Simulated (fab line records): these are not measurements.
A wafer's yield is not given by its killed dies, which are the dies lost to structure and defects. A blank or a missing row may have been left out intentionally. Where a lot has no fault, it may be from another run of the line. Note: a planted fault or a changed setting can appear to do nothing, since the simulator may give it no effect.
A sampling plan put to the test + flow berkeley-cmos170 + one fab line, 43 faults that these records tell of, each judged on the records of the lots that it struck
Plan = the line's own looks (route steps where a gauge or an inspection reads the wafer without altering it). A look is open to judgement when struck wafers have a number at it and the file gives its usual mean and standard deviation on fault-free wafers. Caught: the struck wafers' mean, at a look after the fault's first step, is 4 or more of those standard deviations (sigma) away from the usual mean. On the tool: here the same test is run on the tool's own readings at the fault's steps. Also counted as caught: the struck wafers showing another recipe, or a record that is empty for them alone.

THE FAULTS, as the simulator had put them in
1. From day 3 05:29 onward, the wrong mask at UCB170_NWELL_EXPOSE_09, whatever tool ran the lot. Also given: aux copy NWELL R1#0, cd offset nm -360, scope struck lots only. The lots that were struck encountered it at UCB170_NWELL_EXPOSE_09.
2. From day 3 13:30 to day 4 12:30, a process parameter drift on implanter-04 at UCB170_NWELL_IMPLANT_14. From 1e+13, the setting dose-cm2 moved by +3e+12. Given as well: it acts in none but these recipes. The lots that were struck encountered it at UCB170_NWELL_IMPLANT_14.
3. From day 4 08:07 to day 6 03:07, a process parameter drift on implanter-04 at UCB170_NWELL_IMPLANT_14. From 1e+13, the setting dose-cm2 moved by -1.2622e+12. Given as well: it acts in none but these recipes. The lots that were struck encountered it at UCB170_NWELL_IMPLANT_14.
4. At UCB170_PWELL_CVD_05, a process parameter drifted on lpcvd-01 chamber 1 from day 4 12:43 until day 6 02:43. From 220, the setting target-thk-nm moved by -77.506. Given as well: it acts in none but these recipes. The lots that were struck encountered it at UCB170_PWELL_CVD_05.
5. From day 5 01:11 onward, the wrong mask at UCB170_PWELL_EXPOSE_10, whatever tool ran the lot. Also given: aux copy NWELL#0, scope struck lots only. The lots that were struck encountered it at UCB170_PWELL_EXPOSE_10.
6. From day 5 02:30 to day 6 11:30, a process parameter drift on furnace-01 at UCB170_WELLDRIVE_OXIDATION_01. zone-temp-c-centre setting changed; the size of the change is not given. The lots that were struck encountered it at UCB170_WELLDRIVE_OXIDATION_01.
7. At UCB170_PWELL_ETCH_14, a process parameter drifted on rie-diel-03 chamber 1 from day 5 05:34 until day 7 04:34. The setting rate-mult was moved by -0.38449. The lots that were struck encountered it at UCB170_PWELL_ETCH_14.
8. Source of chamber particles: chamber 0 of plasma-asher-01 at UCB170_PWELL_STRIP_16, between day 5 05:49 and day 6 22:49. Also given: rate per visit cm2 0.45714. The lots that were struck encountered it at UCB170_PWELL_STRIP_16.
9. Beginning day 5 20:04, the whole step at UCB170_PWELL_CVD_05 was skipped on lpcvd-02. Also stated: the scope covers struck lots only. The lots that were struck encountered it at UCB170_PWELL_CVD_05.
10. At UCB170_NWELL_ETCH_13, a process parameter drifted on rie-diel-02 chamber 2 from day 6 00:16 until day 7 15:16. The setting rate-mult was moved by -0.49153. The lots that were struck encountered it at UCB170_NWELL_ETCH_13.
11. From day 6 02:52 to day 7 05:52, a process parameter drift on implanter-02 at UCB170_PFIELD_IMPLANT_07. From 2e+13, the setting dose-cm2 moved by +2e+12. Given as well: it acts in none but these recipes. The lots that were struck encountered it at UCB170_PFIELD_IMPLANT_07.
12. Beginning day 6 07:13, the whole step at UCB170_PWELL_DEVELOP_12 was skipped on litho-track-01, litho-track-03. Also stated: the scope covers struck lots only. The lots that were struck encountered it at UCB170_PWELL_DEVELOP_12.
13. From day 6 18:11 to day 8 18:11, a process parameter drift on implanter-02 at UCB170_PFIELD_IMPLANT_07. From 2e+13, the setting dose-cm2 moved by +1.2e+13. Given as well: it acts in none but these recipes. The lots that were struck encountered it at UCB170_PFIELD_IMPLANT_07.
14. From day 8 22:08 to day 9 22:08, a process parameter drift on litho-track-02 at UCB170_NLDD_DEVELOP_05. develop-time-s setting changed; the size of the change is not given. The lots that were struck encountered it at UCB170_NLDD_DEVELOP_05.
15. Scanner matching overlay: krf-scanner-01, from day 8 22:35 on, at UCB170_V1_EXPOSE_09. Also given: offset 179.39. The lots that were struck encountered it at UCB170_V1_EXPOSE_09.
16. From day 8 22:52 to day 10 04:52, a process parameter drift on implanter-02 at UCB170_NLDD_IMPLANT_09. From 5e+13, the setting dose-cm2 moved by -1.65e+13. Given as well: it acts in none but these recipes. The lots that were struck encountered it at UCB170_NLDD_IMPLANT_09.
17. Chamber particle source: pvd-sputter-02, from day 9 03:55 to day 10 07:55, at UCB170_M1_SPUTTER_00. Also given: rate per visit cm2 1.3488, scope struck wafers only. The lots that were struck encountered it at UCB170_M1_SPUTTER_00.
18. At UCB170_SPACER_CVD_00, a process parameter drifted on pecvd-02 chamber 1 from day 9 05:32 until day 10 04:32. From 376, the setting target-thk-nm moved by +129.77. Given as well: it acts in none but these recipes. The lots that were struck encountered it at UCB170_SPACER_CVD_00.
19. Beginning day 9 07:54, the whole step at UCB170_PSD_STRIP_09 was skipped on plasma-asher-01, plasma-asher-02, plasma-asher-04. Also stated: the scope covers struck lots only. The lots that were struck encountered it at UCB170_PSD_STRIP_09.
20. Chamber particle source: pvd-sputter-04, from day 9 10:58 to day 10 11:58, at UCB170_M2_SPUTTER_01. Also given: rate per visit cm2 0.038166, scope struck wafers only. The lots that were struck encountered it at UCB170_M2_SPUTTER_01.
21. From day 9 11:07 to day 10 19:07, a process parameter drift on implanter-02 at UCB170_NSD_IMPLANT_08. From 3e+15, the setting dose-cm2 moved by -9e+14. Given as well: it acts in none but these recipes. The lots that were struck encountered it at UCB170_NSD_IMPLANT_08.
22. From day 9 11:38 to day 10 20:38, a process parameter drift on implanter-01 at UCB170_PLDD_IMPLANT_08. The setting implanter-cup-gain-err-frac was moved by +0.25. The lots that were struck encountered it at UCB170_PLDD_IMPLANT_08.
23. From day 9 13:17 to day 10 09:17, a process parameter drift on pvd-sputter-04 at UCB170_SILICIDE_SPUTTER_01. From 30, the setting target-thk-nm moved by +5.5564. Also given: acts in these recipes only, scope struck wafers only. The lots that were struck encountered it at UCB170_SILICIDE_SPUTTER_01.
24. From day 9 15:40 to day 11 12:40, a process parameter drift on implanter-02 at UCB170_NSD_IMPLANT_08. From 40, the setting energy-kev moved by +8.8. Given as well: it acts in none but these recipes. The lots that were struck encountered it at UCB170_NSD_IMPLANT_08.
25. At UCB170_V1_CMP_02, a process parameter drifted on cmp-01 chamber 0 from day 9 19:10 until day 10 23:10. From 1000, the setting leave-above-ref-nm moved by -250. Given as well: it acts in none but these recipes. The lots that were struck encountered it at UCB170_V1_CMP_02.
26. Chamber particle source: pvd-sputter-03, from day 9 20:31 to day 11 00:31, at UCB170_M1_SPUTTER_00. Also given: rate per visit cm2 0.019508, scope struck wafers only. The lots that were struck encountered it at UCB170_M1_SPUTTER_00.
27. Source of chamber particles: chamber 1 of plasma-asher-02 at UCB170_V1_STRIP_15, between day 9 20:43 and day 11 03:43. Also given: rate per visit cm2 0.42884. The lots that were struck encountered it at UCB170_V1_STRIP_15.
28. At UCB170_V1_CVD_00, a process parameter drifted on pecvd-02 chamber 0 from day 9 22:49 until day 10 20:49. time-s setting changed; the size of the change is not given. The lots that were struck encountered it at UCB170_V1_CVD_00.
29. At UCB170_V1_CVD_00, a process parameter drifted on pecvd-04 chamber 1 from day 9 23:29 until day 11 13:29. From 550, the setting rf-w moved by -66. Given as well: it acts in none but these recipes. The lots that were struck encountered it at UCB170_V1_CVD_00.
30. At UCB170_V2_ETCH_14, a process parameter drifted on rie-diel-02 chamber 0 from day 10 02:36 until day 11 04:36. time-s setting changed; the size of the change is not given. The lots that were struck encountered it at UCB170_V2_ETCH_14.
31. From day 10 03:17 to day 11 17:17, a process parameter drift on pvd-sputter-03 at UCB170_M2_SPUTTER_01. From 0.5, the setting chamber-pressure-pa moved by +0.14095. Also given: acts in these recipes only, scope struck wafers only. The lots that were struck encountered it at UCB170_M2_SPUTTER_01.
32. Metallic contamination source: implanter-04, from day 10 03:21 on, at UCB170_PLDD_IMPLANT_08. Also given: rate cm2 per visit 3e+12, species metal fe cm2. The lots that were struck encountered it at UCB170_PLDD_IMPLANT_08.
33. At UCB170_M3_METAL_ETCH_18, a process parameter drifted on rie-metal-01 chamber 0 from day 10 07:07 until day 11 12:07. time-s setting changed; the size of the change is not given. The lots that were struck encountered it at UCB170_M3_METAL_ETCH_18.
34. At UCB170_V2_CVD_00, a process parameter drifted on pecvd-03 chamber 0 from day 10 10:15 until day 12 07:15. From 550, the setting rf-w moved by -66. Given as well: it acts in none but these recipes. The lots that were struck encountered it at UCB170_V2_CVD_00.
35. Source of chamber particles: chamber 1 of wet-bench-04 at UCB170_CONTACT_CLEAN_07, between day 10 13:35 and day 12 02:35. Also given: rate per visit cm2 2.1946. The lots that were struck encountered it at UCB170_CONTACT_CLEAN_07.
36. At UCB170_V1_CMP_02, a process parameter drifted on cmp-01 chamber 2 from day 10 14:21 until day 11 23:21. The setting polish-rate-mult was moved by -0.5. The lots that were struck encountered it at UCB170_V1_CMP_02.
37. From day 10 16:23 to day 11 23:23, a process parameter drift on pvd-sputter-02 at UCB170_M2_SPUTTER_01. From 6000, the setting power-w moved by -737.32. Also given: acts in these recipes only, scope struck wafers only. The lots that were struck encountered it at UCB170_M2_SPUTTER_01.
38. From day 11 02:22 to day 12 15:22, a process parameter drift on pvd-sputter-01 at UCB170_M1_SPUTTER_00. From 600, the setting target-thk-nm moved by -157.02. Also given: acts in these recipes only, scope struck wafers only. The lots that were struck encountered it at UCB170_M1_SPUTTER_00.
39. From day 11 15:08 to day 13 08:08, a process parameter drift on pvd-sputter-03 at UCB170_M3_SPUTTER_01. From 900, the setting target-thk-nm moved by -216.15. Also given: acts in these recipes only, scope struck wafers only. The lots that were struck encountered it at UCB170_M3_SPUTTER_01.
40. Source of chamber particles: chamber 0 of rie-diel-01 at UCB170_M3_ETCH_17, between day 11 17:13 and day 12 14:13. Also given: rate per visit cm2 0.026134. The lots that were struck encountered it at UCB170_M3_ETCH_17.
41. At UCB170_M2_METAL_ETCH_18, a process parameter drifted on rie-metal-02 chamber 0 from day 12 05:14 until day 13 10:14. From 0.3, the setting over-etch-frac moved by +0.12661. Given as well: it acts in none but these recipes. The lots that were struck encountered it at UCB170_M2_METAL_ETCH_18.
42. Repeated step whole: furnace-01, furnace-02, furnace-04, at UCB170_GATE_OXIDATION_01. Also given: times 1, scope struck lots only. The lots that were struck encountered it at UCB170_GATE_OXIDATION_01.
43. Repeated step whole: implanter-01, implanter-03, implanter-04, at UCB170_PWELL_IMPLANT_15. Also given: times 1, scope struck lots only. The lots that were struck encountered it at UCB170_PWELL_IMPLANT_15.

WHAT THE PLAN SAW
| fault | on the tool itself                               | first look that catches it                       | reading, sigma                                         | median hours from its first step to that look | hours from the fault's start to the first struck lot there | judged looks passed uncaught |
|-------|--------------------------------------------------|--------------------------------------------------|--------------------------------------------------------|-----------------------------------------------|------------------------------------------------------------|------------------------------|
| 1     | no reading that can be judged                    | not the one look that can be judged after it     | -                                                      | -                                             | -                                                          | 1                            |
| 2     | dose-ions-cm2 +99 or beyond sigma                | UCB170_NWELL_TW_MEAS_16                          | NWELL_TW +9.9                                          | 0.2                                           | 3                                                          | 0                            |
| 3     | dose-ions-cm2 -99 or beyond sigma                | UCB170_NWELL_TW_MEAS_16                          | NWELL_TW -4.8                                          | 0.2                                           | 8                                                          | 0                            |
| 4     | no reading that can be judged                    | UCB170_PWELL_THK_MEAS_06                         | PWELL_NITRIDE_THK -33                                  | 2.0                                           | 11                                                         | 0                            |
| 5     | no reading that can be judged                    | UCB170_PWELL_TW_MEAS_17                          | PWELL_TW -83                                           | 1.1                                           | 1                                                          | 0                            |
| 6     | spike-tc-centre-C +25 sigma                      | UCB170_WELLDRIVE_THK_MEAS_02                     | WELLDRIVE_OXIDE_THK +4.9                               | 3.5                                           | 14                                                         | 0                            |
| 7     | oes-product-au -11 sigma                         | not the one look that can be judged after it     | -                                                      | -                                             | -                                                          | 1                            |
| 8     | under 2 sigma                                    | none of the 3 looks that can be judged after it  | -                                                      | -                                             | -                                                          | 3                            |
| 9     | the tool's record is blank for the struck wafers | no look after it can be judged                   | -                                                      | -                                             | -                                                          | 0                            |
| 10    | oes-product-au -18 sigma                         | not the one look that can be judged after it     | -                                                      | -                                             | -                                                          | 1                            |
| 11    | dose-ions-cm2 +90 sigma                          | not the one look that can be judged after it     | strongest: PFIELD_TW at UCB170_PFIELD_TW_MEAS_09, +3.2 | -                                             | -                                                          | 1                            |
| 12    | no reading that can be judged                    | no look after it can be judged                   | -                                                      | -                                             | -                                                          | 0                            |
| 13    | dose-ions-cm2 +99 or beyond sigma                | UCB170_PFIELD_TW_MEAS_09                         | PFIELD_TW +13                                          | 0.2                                           | 4                                                          | 0                            |
| 14    | no reading that can be judged                    | UCB170_NLDD_TW_MEAS_11                           | NLDD_TW -99 or beyond                                  | 1.0                                           | 7                                                          | 0                            |
| 15    | under 2 sigma                                    | UCB170_V1_OVL_MEAS_13                            | V1_OVL +39                                             | 0.7                                           | 1                                                          | 0                            |
| 16    | dose-ions-cm2 -99 or beyond sigma                | UCB170_NLDD_TW_MEAS_11                           | NLDD_TW -7.8                                           | 0.2                                           | 6                                                          | 0                            |
| 17    | under 2 sigma                                    | none of the 10 looks that can be judged after it | strongest: M1_AL_RS at UCB170_M1_RS_MEAS_01, -2.0      | -                                             | -                                                          | 10                           |
| 18    | under 2 sigma                                    | UCB170_SPACER_THK_MEAS_01                        | SPACER_TEOS_THK +23                                    | 0.0                                           | 0                                                          | 0                            |
| 19    | the tool's record is blank for the struck wafers | UCB170_NSD_TW_MEAS_10                            | NSD_TW -99 or beyond                                   | 3.2                                           | 8                                                          | 0                            |
| 20    | under 2 sigma                                    | not the one look that can be judged after it     | -                                                      | -                                             | -                                                          | 1                            |
| 21    | dose-ions-cm2 -99 or beyond sigma                | UCB170_NSD_TW_MEAS_10                            | NSD_TW -6.2                                            | 0.2                                           | 5                                                          | 0                            |
| 22    | faraday-current-uA +12 sigma                     | UCB170_PLDD_TW_MEAS_11                           | PLDD_TW -4.3                                           | 0.4                                           | 11                                                         | 0                            |
| 23    | under 2 sigma                                    | UCB170_SILICIDE_RS_MEAS_02                       | SILICIDE_TI_RS -13                                     | 0.0                                           | 4                                                          | 0                            |
| 24    | beam-energy-keV +99 or beyond sigma              | UCB170_NSD_TW_MEAS_10                            | NSD_TW +7.0                                            | 0.2                                           | 0                                                          | 0                            |
| 25    | under 2 sigma                                    | UCB170_V1_THK_MEAS_04                            | V1_POLISHED_THK -99 or beyond                          | 0.4                                           | 2                                                          | 1                            |
| 26    | under 2 sigma                                    | none of the 10 looks that can be judged after it | -                                                      | -                                             | -                                                          | 10                           |
| 27    | under 2 sigma                                    | none of the 9 looks that can be judged after it  | -                                                      | -                                             | -                                                          | 9                            |
| 28    | run-length-s -99 or beyond sigma                 | UCB170_V1_THK_MEAS_01                            | V1_TEOS_THK -28                                        | 0.2                                           | 5                                                          | 0                            |
| 29    | rf-fwd-power-W -38 sigma                         | not the one look that can be judged after it     | strongest: V1_TEOS_THK at UCB170_V1_THK_MEAS_01, -3.9  | -                                             | -                                                          | 1                            |
| 30    | run-length-s +99 or beyond sigma                 | UCB170_V2_CD_MEAS_90                             | cd-nm +5.2                                             | 0.3                                           | 1                                                          | 0                            |
| 31    | chamber-pressure-pa +99 or beyond sigma          | UCB170_M2_RS_MEAS_02                             | M2_AL_RS +7.2                                          | 0.1                                           | 4                                                          | 0                            |
| 32    | no reading that can be judged                    | none of the 7 looks that can be judged after it  | -                                                      | -                                             | -                                                          | 7                            |
| 33    | run-length-s -99 or beyond sigma                 | UCB170_M3_CD_MEAS_90                             | cd-nm +13                                              | 0.3                                           | 1                                                          | 0                            |
| 34    | rf-fwd-power-W -36 sigma                         | not the one look that can be judged after it     | strongest: V2_TEOS_THK at UCB170_V2_THK_MEAS_01, -2.8  | -                                             | -                                                          | 1                            |
| 35    | under 2 sigma                                    | none of the 3 looks that can be judged after it  | -                                                      | -                                             | -                                                          | 3                            |
| 36    | under 2 sigma                                    | UCB170_V1_THK_MEAS_04                            | V1_POLISHED_THK +99 or beyond                          | 0.4                                           | 10                                                         | 1                            |
| 37    | cathode-dc-power-W -99 or beyond sigma           | UCB170_M2_RS_MEAS_02                             | M2_AL_RS +12                                           | 0.1                                           | 9                                                          | 0                            |
| 38    | under 2 sigma                                    | UCB170_M1_RS_MEAS_01                             | M1_AL_RS +28                                           | 0.1                                           | 6                                                          | 0                            |
| 39    | under 2 sigma                                    | UCB170_M3_RS_MEAS_02                             | M3_AL_RS +29                                           | 0.1                                           | 8                                                          | 0                            |
| 40    | only faintly: rf-fwd-power-W -2.0 sigma          | no look after it can be judged                   | -                                                      | -                                             | -                                                          | 0                            |
| 41    | oes-product-au -5.4 sigma                        | no look after it can be judged                   | -                                                      | -                                             | -                                                          | 0                            |
| 42    | under 2 sigma                                    | UCB170_GATE_THK_MEAS_02                          | GATE_OXIDE_THK +31                                     | 4.1                                           | -                                                          | 0                            |
| 43    | under 2 sigma                                    | UCB170_PWELL_TW_MEAS_17                          | PWELL_TW +21                                           | 0.7                                           | -                                                          | 0                            |
A dash: this means the fault isn't caught or the number doesn't appear in these records.

Caught at a look: 26 of 43. Caught on the tool: 21 of 43. By one or the other: 33 of 43.
Faults 7, 9, 10, 11, 29, 34, 41 were caught on the tool alone.
Caught at a look alone: faults 4, 5, 14, 15, 18, 23, 25, 36, 38, 39, 42, 43.
Caught by neither: faults 1, 8, 12, 17, 20, 26, 27, 32, 35, 40.

THINNER SAMPLING
Were the look that catches a fault to measure just every second or every third lot (counted by lot number), the first struck lot would, at worst, be measured this late:
| fault | struck lots at that look, in order of time | every lot | every second lot | every third lot |
|-------|--------------------------------------------|-----------|------------------|-----------------|
| 2     | L215, L217                                 | 3 h       | may miss all 2   | may miss all 2  |
| 3     | L850, L852, L854                           | 8 h       | may miss all 3   | 23 h            |
| 4     | L271                                       | 11 h      | may miss it      | may miss it     |
| 5     | L164                                       | 1 h       | may miss it      | may miss it     |
| 6     | L268, L270, L274                           | 14 h      | may miss all 3   | may miss all 3  |
| 13    | L261, L265                                 | 4 h       | may miss all 2   | may miss all 2  |
| 14    | L960, L959, L962                           | 7 h       | 7 h              | may miss all 3  |
| 15    | L168, L174, L175                           | 1 h       | 23 h             | may miss all 3  |
| 16    | L447, L451                                 | 6 h       | may miss all 2   | may miss all 2  |
| 18    | L422, L423                                 | 0 h       | 20 h             | may miss all 2  |
| 19    | L472, L471, L470                           | 8 h       | 8 h              | 8 h             |
| 21    | L250, L249, L252                           | 5 h       | 5 h              | may miss all 3  |
| 22    | L598, L600                                 | 11 h      | may miss all 2   | may miss all 2  |
| 23    | L989, L990                                 | 4 h       | 5 h              | may miss all 2  |
| 24    | L491, L494, L496                           | 0 h       | 0 h              | may miss all 3  |
| 25    | L269, L274                                 | 2 h       | 10 h             | may miss all 2  |
| 28    | L740                                       | 5 h       | may miss it      | may miss it     |
| 30    | L610, L613                                 | 1 h       | 11 h             | may miss all 2  |
| 31    | L456                                       | 4 h       | may miss it      | may miss it     |
| 33    | L393, L398, L400                           | 1 h       | 9 h              | 9 h             |
| 36    | L408, L410                                 | 10 h      | may miss all 2   | may miss all 2  |
| 37    | L732, L734                                 | 9 h       | may miss all 2   | may miss all 2  |
| 38    | L328                                       | 6 h       | may miss it      | may miss it     |
| 39    | L946, L948                                 | 8 h       | may miss all 2   | may miss all 2  |
Hours: fault start to first struck lot measured. The limit of 4 sigma was tested on all struck wafers together, so one lot alone may lie under it. Other struck lots may not be in these records.

THE LONGEST TIMED WAY FROM STEP TO LOOK
Fault 42: a median of 4.1 hours passes between UCB170_GATE_OXIDATION_01 and UCB170_GATE_THK_MEAS_02. No look between them can be judged.
